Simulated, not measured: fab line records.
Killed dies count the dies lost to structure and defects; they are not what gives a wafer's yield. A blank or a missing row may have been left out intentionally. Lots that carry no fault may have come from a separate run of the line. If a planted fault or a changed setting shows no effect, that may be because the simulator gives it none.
Chamber matching    flow berkeleyCmos170    4 sister chambers for UCB170_GATE_ETCH_15 on rieSi-02
The step etches poly-Si in HBr/Cl2, stops on SiO2, time 56.3 s, target depth 278.2 nm. 4 wafers are shown with their chamber, then 7 later ones without.

WAFERS PAIRED WITH THEIR CHAMBERS
wafer   chamber  throttleValvePct (%)
L236.3  1        26.44
L243.4  2        26.74
L253.3  3        26.66
L253.4  0        26.44

WAFERS WHOSE CHAMBER IS MISSING
wafer   throttleValvePct (%)
L253.5  26.45
L256.1  26.74
L256.2  26.42
L256.5  26.72
L257.3  26.45
L257.4  26.66
L257.6  26.43

WHICH CHAMBER EACH ONE RAN IN
wafer   from the rows above      in truth
L253.5  can't be placed: 0 or 1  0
L256.1  2                        2
L256.2  can't be placed: 0 or 1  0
L256.5  2                        2
L257.3  can't be placed: 0 or 1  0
L257.4  3                        3
L257.6  can't be placed: 0 or 1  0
Correctly placed: 3 of 7. Not placeable from these rows: 4 (in 4, the candidates include the true chamber). 0 placed wrongly.
How it was worked out, from the rows above alone: a wafer's distance from a chamber is the root of the sum, over the readings, of the square of ((its reading less the chamber's mean) divided by the reading's scatter). The wafer belongs to the nearest chamber; if the next one is less than 2 further off, it can't be placed. For every chamber, the mean is computed from those of its wafers that are shown. The scatter: with one shown wafer a chamber, the root of the mean of the squares of how far each hidden wafer lies from its nearest shown one.
